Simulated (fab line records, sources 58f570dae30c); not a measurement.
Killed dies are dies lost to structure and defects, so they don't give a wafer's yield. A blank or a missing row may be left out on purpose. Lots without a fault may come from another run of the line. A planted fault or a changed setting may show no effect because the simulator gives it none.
fab line records | flow berkeley_cmos170
record lots=7 wafers=21 last_day=12
route steps=331 shown WELLDRIVE@59 ACTIVE@60
lots that met no fault: from a run of the same line without faults
start_h: hours from the record's first day to the start of the lot's first wafer shown | wait_h: hours since the lot's step before | " the same as in the row above | L1.1+2: a row that stands for several wafers | - no value, or no start given | * or withheld: withheld | < > ~ a bound
route shown NAME@n: a module of which the file shows steps, and the number in the route of the first | usual: mean/standard deviation of fault-free wafers | same: alike in all rows | chamber/n: place in a boat | sites: the reading at each site | _std_site: their standard deviation | _edge_site: outer sites' mean less inner sites' | radius_mm: how far each site lies from the wafer's centre | mask NAME#n: copy n | behind: the tool/chamber that last shaped the wafer | hold: why the lot was held/for how many hours/how that ended | device: the transistor (n, p or np) that didn't switch | end of line: the same wafers' tests at the end of the route | a step without rows: its recipe alone | killed: dies lost to structure and defects at the first sort, not the wafer's yield | map: a wafer's dies, x killed, . not, _ none there
set.NAME: the setting as run; set.NAME@STEP: as run at that earlier step | model.NAME: the simulator's own value behind a step, which no gauge read
lots at some steps of the route; a table a step, a row a wafer
## steps
# step UCB170_WELLDRIVE_WET_ETCH_04
# recipe chemistry=BOE dilution=5:1 target=SiO2 temp_c=25 time_s=120
# step UCB170_ACTIVE_CLEAN_00
# recipe chemistry=SPM temp_c=120 time_s=600
# step UCB170_ACTIVE_CLEAN_01
# recipe chemistry=dHF dilution=25:1 time_s=60
# step UCB170_ACTIVE_OXIDATION_02
# recipe temp_c=1000 ambient=O2 target_thk_a=264 ox_time_s=1260
# step UCB170_ACTIVE_THK_MEAS_03
# recipe reads=SiO2_of_ACTIVE_OXIDATION_02
# usual ACTIVE_OXIDE_THK=26.5/0.44
# columns lot.wafer tool chamber start_h wait_h ACTIVE_OXIDE_THK[nm]
L831.1 film_metro-03 - 84.57 0.0 26.6
L831.4 " - " " 26.7
L831.6 " - " " 26.6
L844.2 film_metro-02 - 135.27 0.0 26.9
L844.3 " - " " 26.5
L844.6 " - " " 26.9
L845.1 film_metro-03 - 146.36 0.0 26.3
L845.3 " - " " 26.4
L845.6 " - " " 26.5
L846.3 film_metro-02 - 146.38 0.0 26.6
L846.5 " - " " 26.3
L846.6 " - " " 26.6
L847.1 film_metro-02 - 159.84 0.0 27.1
L847.3 " - " " 26.7
L847.4 " - " " 26.9
L852.2 film_metro-02 - 176.88 0.0 27.2
L852.3 " - " " 26.4
L852.6 " - " " 26.8
L853.1 film_metro-03 - 193.49 0.0 25.6
L853.5 " - " " 25.7
L853.6 " - " " 25.4
# step UCB170_ACTIVE_ANNEAL_04
# recipe temp_c=1000 time_s=900 ambient=N2
# step UCB170_ACTIVE_CVD_05
# recipe material=Si3N4 target_thk_nm=220 temp_c=800 precursor=SiH2Cl2/NH3 time_s=3300 pressure_mtorr=200 sih2cl2_flow_sccm=25 nh3_flow_sccm=75
# step UCB170_ACTIVE_THK_MEAS_06
# recipe reads=Si3N4_of_ACTIVE_CVD_05
# usual ACTIVE_NITRIDE_THK=220.3/1.7
# columns lot.wafer tool chamber start_h wait_h ACTIVE_NITRIDE_THK[nm]
L831.1 film_metro-03 - 91.99 0.0 216.9
L831.4 " - " " 216.8
L831.6 " - " " 216.1
L844.2 film_metro-02 - 142.60 0.0 222.0
L844.3 " - " " 222.2
L844.6 " - " " 221.4
L845.1 film_metro-03 - 153.42 0.0 221.8
L845.3 " - " " 222.4
L845.6 " - " " 221.4
L846.3 film_metro-04 - 153.44 0.0 221.8
L846.5 " - " " 219.5
L846.6 " - " " 221.1
L847.1 film_metro-04 - 166.94 0.0 219.9
L847.3 " - " " 219.8
L847.4 " - " " 220.4
L852.2 film_metro-04 - 181.55 0.0 221.1
L852.3 " - " " 220.4
L852.6 " - " " 220.5
L853.1 film_metro-03 - 200.10 0.0 218.2
L853.5 " - " " 220.3
L853.6 " - " " 218.5
# step UCB170_ACTIVE_HMDS_07
# recipe prime_time_s=60 prime_temp_c=100
# step UCB170_ACTIVE_COAT_08
# recipe resist=KrF spin_rpm=1500 resist_thk_nm=900
# step UCB170_ACTIVE_SOFTBAKE_09
# recipe resist=KrF temp_c=130 time_s=60
# step UCB170_ACTIVE_EXPOSE_10
# recipe mask_id=ACTIVE target_cd_nm=1200 na=0.5 sigma_outer=0.6 source_shape=conventional dose_mj=20
# step UCB170_ACTIVE_PEB_11
# recipe peb_temp_c=130 peb_time_s=withheld resist=KrF
# usual chill_plate_temp_C=22.99/0.11 exhaust_pa=45.2/0.79 heater_power_total_W=56.80/0.042
# columns lot.wafer tool chamber start_h wait_h chill_plate_temp_C exhaust_pa heater_power_total_W
L831.1 litho_track-03 0 93.37 0.3 22.96 45.0 56.82
L831.4 " 0 " " 22.86 45.1 56.81
L831.6 " 0 " " 22.86 44.4 56.82
L844.2 litho_track-01 0 143.90 0.3 22.99 45.8 56.77
L844.3 " 0 " " 22.88 44.3 56.88
L844.6 " 0 " " 23.04 45.7 56.77
L845.1 litho_track-02 - 154.17 0.1 - - -
L845.3 " - " " - - -
L845.6 " - " " - - -
L846.3 litho_track-01 - 154.46 0.1 - - -
L846.5 " - " " - - -
L846.6 " - " " - - -
L847.1 litho_track-03 - 167.56 0.1 - - -
L847.3 " - " " - - -
L847.4 " - " " - - -
L852.2 litho_track-03 0 183.87 0.7 22.80 45.7 56.84
L852.3 " 0 " " 22.93 45.5 56.84
L852.6 " 0 " " 22.91 45.4 56.76
L853.1 litho_track-01 0 201.14 0.2 23.10 45.5 56.82
L853.5 " 0 " " 23.11 46.7 56.74
L853.6 " 0 " " 23.03 45.6 56.86
# step UCB170_ACTIVE_DEVELOP_12
# recipe developer=TMAH develop_time_s=45 resist=KrF dev_temp_c=21
## key
first_sign step=UCB170_ACTIVE_PEB_11 reading=tool_record direction=missing
effect none on later readings
met_at UCB170_ACTIVE_PEB_11
struck_wafers L845.1,L845.3,L845.6,L846.3,L846.5,L846.6,L847.1,L847.3,L847.4
later_rows_left_out L845.1,L845.3,L845.6,L846.3,L846.5,L846.6,L847.1,L847.3,L847.4
sort_left_out L845.1,L845.3,L845.6,L846.3,L846.5,L846.6,L847.1,L847.3,L847.4
tester_left_out L845,L846,L847
onset_between 143.90 154.17
fault kind=skipped_step_whole tool=litho_track-01,litho_track-02,litho_track-03 chamber=- onset_h=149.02 steps=UCB170_ACTIVE_PEB_11 scope=struck_lots_only
# tester_left_out: of these lots the tester's yield and bins aren't shown, on N5 and GAA mostly nor the transistor test; their killed dies are dies lost to structure and defects alone, not to doping, threshold or leakage, so they don't give the yield
# sort_left_out: the simulated sort isn't trusted on such a fault, so these wafers' sort isn't shown, and their yield isn't known
# later_rows_left_out: the simulator's readings of these wafers behind a module that went badly wrong aren't trusted and aren't shown, but for the sort
